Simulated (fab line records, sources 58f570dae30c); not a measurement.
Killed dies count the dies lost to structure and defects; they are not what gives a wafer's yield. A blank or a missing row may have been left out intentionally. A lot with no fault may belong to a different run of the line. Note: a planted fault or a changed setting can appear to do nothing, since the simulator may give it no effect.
8D (eight disciplines) problem report, filled in by code | flow berkeleyCmos170 | the parts of the form that need people (team, actions taken, sign-off) are left out

== 1. THE PROBLEM ==
Wafers without a fault read 79.999, standard deviation 0.026; beamEnergyKeV at UCB170_PFIELD_IMPLANT_07 reads a mean of 76.884 on 6 wafers belonging to 2 lots. That is -99 or more standard deviations from the usual mean.
Earliest sighting: wafer L107.3 on implanter-04 at day 8 00:31. The record has a number at this step for 18 wafers belonging to 6 lots. Rule for "out", or "out of limits": more than 4 standard deviations from the usual mean. All remaining wafers that have a number are taken as sound.

== 2. WHAT IT IS; WHAT IT IS NOT ==
question                    | is                     | is not
which readings at this step | beamEnergyKeV          | -
which lots                  | L107, L109             | L102, L108, L111, L996
which wafers of those lots  | all that have a number | -
read on which tools         | implanter-04           | implanter-01, implanter-02
when                        | from day 8 00:31       | up to then (6 sound wafers); but 6 sound wafers of L108, L111 came after

== 3. SUSPECTS, AND WHAT RULES EACH OUT ==
Counting: a tool at any process step up to the reading remains a suspect when it ran all the lots that are out and ran no sound lot after the first of those.
- plasmaAsher-02 at UCB170_ACTIVE_STRIP_16 (strips in O2): kept. It ran every lot that is out, first L107 (day 7 22:59), and no sound lot after that.
- implanter-04 at UCB170_PFIELD_IMPLANT_07: kept. Every lot that is out went through it, starting with L107 (day 8 00:31), and after that it ran no sound lot; the last sound lot it ran before then is L996 (day 5 17:23). Its own readings are out on those wafers: beamEnergyKeV.
What counting leaves: plasmaAsher-02 at UCB170_ACTIVE_STRIP_16 and implanter-04 at UCB170_PFIELD_IMPLANT_07.

== 4. THE CAUSE (what the simulator had put in) ==
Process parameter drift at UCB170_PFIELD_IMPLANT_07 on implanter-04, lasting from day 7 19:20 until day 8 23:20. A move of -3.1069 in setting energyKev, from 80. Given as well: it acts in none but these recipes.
Counting left 2 suspects, and this tool is among them.

== 5. THE CHAIN OF EFFECTS, in route order ==
One row per reading whose mean, taken over the struck wafers that have a number, lies over 3 standard deviations from the usual. Only readings whose record carries a usual standard deviation are examined. hours: median over the lots of the time between each lot's start at the first step of this table that gives one and its start at this step. sigmas: the change, counted in usual standard deviations.
hours | step                     | reading       | usual  | on struck wafers | change | sigmas
0     | UCB170_PFIELD_IMPLANT_07 | beamEnergyKeV | 79.999 | 76.884           | -3.115 | -99 or more
It contains these process steps:
- UCB170_PFIELD_IMPLANT_07

== 6. WHAT WOULD HAVE CAUGHT IT SOONER ==
In this record no reading fell out of limits until day 8 00:31, 5 hours after the fault had begun at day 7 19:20.
